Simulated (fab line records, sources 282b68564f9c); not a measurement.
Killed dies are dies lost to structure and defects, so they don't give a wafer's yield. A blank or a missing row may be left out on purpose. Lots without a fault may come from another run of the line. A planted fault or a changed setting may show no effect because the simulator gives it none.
fab line records | flow rit_cmos
record lots=6 wafers=18 last_day=7
route steps=202 shown PWELL@45 WELLDRIVE@50 NWELL@51 NRETRO@53
lots that met no fault: from a run of the same line without faults
start_h: hours from the record's first day to the start of the lot's first wafer shown | wait_h: hours since the lot's step before | " the same as in the row above | L1.1+2: a row that stands for several wafers | - no value, or no start given | * or withheld: withheld | < > ~ a bound
route shown NAME@n: a module of which the file shows steps, and the number in the route of the first | usual: mean/standard deviation of fault-free wafers | same: alike in all rows | chamber/n: place in a boat | sites: the reading at each site | _std_site: their standard deviation | _edge_site: outer sites' mean less inner sites' | radius_mm: how far each site lies from the wafer's centre | mask NAME#n: copy n | behind: the tool/chamber that last shaped the wafer | hold: why the lot was held/for how many hours/how that ended | device: the transistor (n, p or np) that didn't switch | end of line: the same wafers' tests at the end of the route | a step without rows: its recipe alone | killed: dies lost to structure and defects at the first sort, not the wafer's yield | map: a wafer's dies, x killed, . not, _ none there
set.NAME: the setting as run; set.NAME@STEP: as run at that earlier step | model.NAME: the simulator's own value behind a step, which no gauge read
lots at some steps of the route; a table a step, a row a wafer
services: from which hour (start_h, from the record's first day; less than 0 if before it) a tool's chamber was out of use, for how many hours, and why
## steps
# step RIT_PWELL_OVL_MEAS_06
# usual PWELL_OVL=-1.1/1.2
# columns lot.wafer tool chamber start_h wait_h PWELL_OVL[nm]
L511.1 overlay-02 - 37.31 - -1.8
L511.3 " - " " -0.1
L511.4 " - " " -1.8
L522.4 overlay-01 - 93.90 - -2.3
L522.5 " - " " -4.3
L522.6 " - " " -3.3
L523.3 overlay-01 - 97.43 - -2.1
L523.4 " - " " -2.0
L523.6 " - " " -3.3
L526.1 overlay-02 - 113.55 - 0.5
L526.2 " - " " 0.8
L526.4 " - " " 0.4
L528.2 overlay-02 - 122.79 - -0.8
L528.4 " - " " -1.4
L528.5 " - " " -1.5
L529.1 overlay-01 - 126.87 - -1.5
L529.3 " - " " -0.4
L529.6 " - " " -2.1
# step RIT_PWELL_HARDBAKE_07
# recipe resist=NOVOLAK temp_c=140 time_s=120
# step RIT_PWELL_IMPLANT_08
# recipe species=B energy_kev=170 dose_cm2=7e+13 tilt_deg=7
# step RIT_PWELL_STRIP_09
# recipe chemistry=O2 time_s=180 resist=NOVOLAK platen_temp_c=withheld power_w=500 pressure_mtorr=4000 o2_flow_sccm=4000
# usual drypump_motor_current_A=5.7/0.53
# columns lot.wafer tool chamber start_h wait_h drypump_motor_current_A rf_hours_counter_h
L511.1 plasma_asher-04 1 37.74 0.1 4.7 41
L511.3 " 0 " " 6.2 -
L511.4 " 1 " " 4.7 -
L522.4 plasma_asher-03 1 94.37 0.1 6.6 -
L522.5 " 1 " " 6.5 -
L522.6 " 0 " " 5.5 -
L523.3 plasma_asher-02 1 97.91 0.1 5.5 -
L523.4 " 0 " " 5.9 -
L523.6 " 1 " " 5.5 -
L526.1 plasma_asher-02 0 113.98 0.1 5.9 29
L526.2 " 1 " " 5.5 29
L526.4 " 0 " " 5.9 -
L528.2 plasma_asher-04 1 123.22 0.1 4.7 50
L528.4 " 0 " " 6.2 -
L528.5 " 1 " " 4.7 -
L529.1 plasma_asher-02 1 127.31 0.1 5.5 30
L529.3 " 1 " " 5.5 -
L529.6 " 1 " " 5.5 -
# step RIT_PWELL_TW_MEAS_10
# usual PWELL_TW=941/6.7
# columns lot.wafer tool chamber start_h wait_h PWELL_TW
L511.1 film_metro-04 - 37.92 0.1 946
L511.3 " - " " 953
L511.4 " - " " 943
L522.4 film_metro-03 - 94.52 0.1 939
L522.5 " - " " 938
L522.6 " - " " 940
L523.3 film_metro-02 - 98.05 0.1 939
L523.4 " - " " 940
L523.6 " - " " 943
L526.1 film_metro-04 - 114.16 0.1 946
L526.2 " - " " 944
L526.4 " - " " 944
L528.2 film_metro-04 - 123.40 0.1 952
L528.4 " - " " 944
L528.5 " - " " 953
L529.1 film_metro-03 - 127.48 0.1 935
L529.3 " - " " 932
L529.6 " - " " 935
# step RIT_WELLDRIVE_ANNEAL_00
# recipe temp_c=1100 time_s=14700 ambient=N2
# step RIT_WELLDRIVE_RS_MEAS_01
# recipe thk_meas_gauge=four-point-probe
# usual NWELL_RS=275.2/0.68
# columns lot.wafer tool chamber start_h wait_h NWELL_RS[ohm/sq]
L511.1 film_metro-03 - 43.36 0.0 274.1
L511.3 " - " " 275.8
L511.4 " - " " 275.7
L522.4 film_metro-03 - 99.69 0.1 275.0
L522.5 " - " " 274.8
L522.6 " - " " 274.5
L523.3 film_metro-04 - 104.29 0.0 273.0
L523.4 " - " " 274.0
L523.6 " - " " 274.6
L526.1 film_metro-03 - 119.30 0.0 275.5
L526.2 " - " " 274.6
L526.4 " - " " 275.2
L528.2 film_metro-02 - 129.37 0.0 275.2
L528.4 " - " " 275.4
L528.5 " - " " 275.4
L529.1 film_metro-02 - 132.63 0.0 275.3
L529.3 " - " " 275.2
L529.6 " - " " 274.9
# step RIT_WELLDRIVE_RS_MEAS_02
# recipe thk_meas_gauge=four-point-probe
# usual PWELL_RS=429.9/1.2
# columns lot.wafer tool chamber start_h wait_h PWELL_RS[ohm/sq]
L511.1 film_metro-03 - 43.48 0.1 430.4
L511.3 " - " " 428.9
L511.4 " - " " 430.4
L522.4 film_metro-03 - 99.81 0.1 428.6
L522.5 " - " " 429.8
L522.6 " - " " 429.8
L523.3 film_metro-04 - 104.41 0.1 430.1
L523.4 " - " " 430.5
L523.6 " - " " 429.5
L526.1 film_metro-03 - 119.42 0.1 430.1
L526.2 " - " " 431.5
L526.4 " - " " 430.8
L528.2 film_metro-02 - 129.49 0.1 430.2
L528.4 " - " " 431.5
L528.5 " - " " 430.6
L529.1 film_metro-02 - 132.75 0.1 428.4
L529.3 " - " " 428.5
L529.6 " - " " 427.9
# step RIT_NRETRO_HMDS_00
# recipe prime_time_s=60 prime_temp_c=140
# step RIT_NRETRO_COAT_01
# recipe resist=NOVOLAK spin_rpm=2000 resist_thk_nm=1300
# step RIT_NRETRO_SOFTBAKE_02
# recipe resist=NOVOLAK temp_c=90 time_s=60
# step RIT_NRETRO_EXPOSE_03
# recipe mask_id=M4 na=0.57 target_cd_nm=43900 dose_mj=250
# step RIT_NRETRO_PEB_04
# recipe resist=NOVOLAK temp_c=withheld time_s=withheld
# usual chill_plate_temp_C=* exhaust_pa=45.0/0.86
# columns lot.wafer tool chamber start_h wait_h chill_plate_temp_C exhaust_pa
L511.1 litho_track-01 0 44.17 0.1 * 44.6
L511.3 " 0 " " * 43.5
L511.4 " 0 " " * 44.8
L522.4 litho_track-03 - 100.64 0.1 - -
L522.5 " - " " - -
L522.6 " - " " - -
L523.3 litho_track-02 - 105.23 0.1 - -
L523.4 " - " " - -
L523.6 " - " " - -
L526.1 litho_track-02 0 120.34 0.2 * 46.5
L526.2 " 0 " " * 45.4
L526.4 " 0 " " * 46.6
L528.2 litho_track-02 0 130.31 0.1 * 46.6
L528.4 " 0 " " * 44.6
L528.5 " 0 " " * 44.5
L529.1 litho_track-02 0 133.56 0.1 * 46.3
L529.3 " 0 " " * 45.5
L529.6 " 0 " " * 47.3
# step RIT_NRETRO_DEVELOP_05
# recipe resist=NOVOLAK develop_time_s=68 dev_temp_c=23
## services
# columns tool chamber start_h hours kind
plasma_asher-02 - 105.11 0.7 repair
## key
first_sign step=RIT_NRETRO_PEB_04 reading=tool_record direction=missing
effect none on later readings
met_at RIT_NRETRO_PEB_04
struck_wafers L522.4,L522.5,L522.6,L523.3,L523.4,L523.6
sort_left_out L522.4,L522.5,L522.6,L523.3,L523.4,L523.6
tester_left_out L522,L523
fault kind=skipped_step_whole tool=litho_track-02,litho_track-03 chamber=- onset_h=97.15 steps=RIT_NRETRO_PEB_04 scope=struck_lots_only
# tester_left_out: of these lots the tester's yield and bins aren't shown, on N5 and GAA mostly nor the transistor test; their killed dies are dies lost to structure and defects alone, not to doping, threshold or leakage, so they don't give the yield
# sort_left_out: the simulated sort isn't trusted on such a fault, so these wafers' sort isn't shown, and their yield isn't known
